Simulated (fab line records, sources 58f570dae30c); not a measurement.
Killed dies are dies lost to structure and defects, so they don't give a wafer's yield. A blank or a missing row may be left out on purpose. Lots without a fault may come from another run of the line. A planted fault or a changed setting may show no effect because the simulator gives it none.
Which tool did it? | flow berkeley_cmos170 | 15 lots, 45 wafers sampled, at 1 step of a route of 331

WHAT THE GAUGES READ, wafer by wafer
UCB170_NLDD_OVL_MEAS_07.
lot  | measured     | on         | NLDD_OVL (nm)
L607 | day 7 20:10  | overlay-02 | 5 2 1
L609 | day 8 05:02  | overlay-02 | -9 -5 -13
L608 | day 8 05:46  | overlay-02 | -5 -13 -5
L612 | day 8 14:32  | overlay-01 | -5 -12 -2
L611 | day 8 14:51  | overlay-02 | -1 -4 7
L610 | day 8 15:23  | overlay-02 | -2 -10 -7
L615 | day 9 15:12  | overlay-01 | 9 4 -2
L619 | day 10 04:46 | overlay-01 | 1 0 0
L622 | day 10 17:54 | overlay-01 | -4 -9 -7
L621 | day 10 18:23 | overlay-01 | 10 5 12
L623 | day 10 18:32 | overlay-01 | -2 -11 1
L627 | day 11 09:01 | overlay-01 | 0 3 4
L628 | day 11 19:46 | overlay-01 | -5 -2 -6
L629 | day 11 19:58 | overlay-01 | 0 -2 2
L630 | day 12 08:50 | overlay-01 | 8 4 -5

WHICH TOOL RAN EACH LOT (tool, then ch and the chambers of the sampled wafers, then the start)
The record holds no process step before these readings.

WHAT THE TOOLS THEMSELVES READ (means of the sampled wafers that have a number; where no wafer has one, the mark that the record gives instead)
The record holds no such reading with a usual standard deviation.

THE ANSWER, worked out from the rows above alone
Rule: what is usual is taken from the lots themselves. Put in order of their means at a reading, lots are off if they are a third of the lots or fewer, leave a main group of 4 or more, and stand apart from it by a gap of 3 or more times the standard deviation of the main group's means; of several such gaps the widest counts. A main group whose means are all the same, to the digits that the tables above print for the reading, isn't used. A lot without any number at a reading at which 4 lots or more have one is off too. The other lots that the step has rows for count as sound. The gauges are gone through in route order, then the tools' own readings, and for those a lot's mean is taken as printed above. The first step at which some lot is off is used, and at that step the reading that is off furthest; a lot without a number counts as furthest.
No lot is off at any reading shown: from this, nothing can be told.

WHAT THE SIMULATOR HAD PUT IN
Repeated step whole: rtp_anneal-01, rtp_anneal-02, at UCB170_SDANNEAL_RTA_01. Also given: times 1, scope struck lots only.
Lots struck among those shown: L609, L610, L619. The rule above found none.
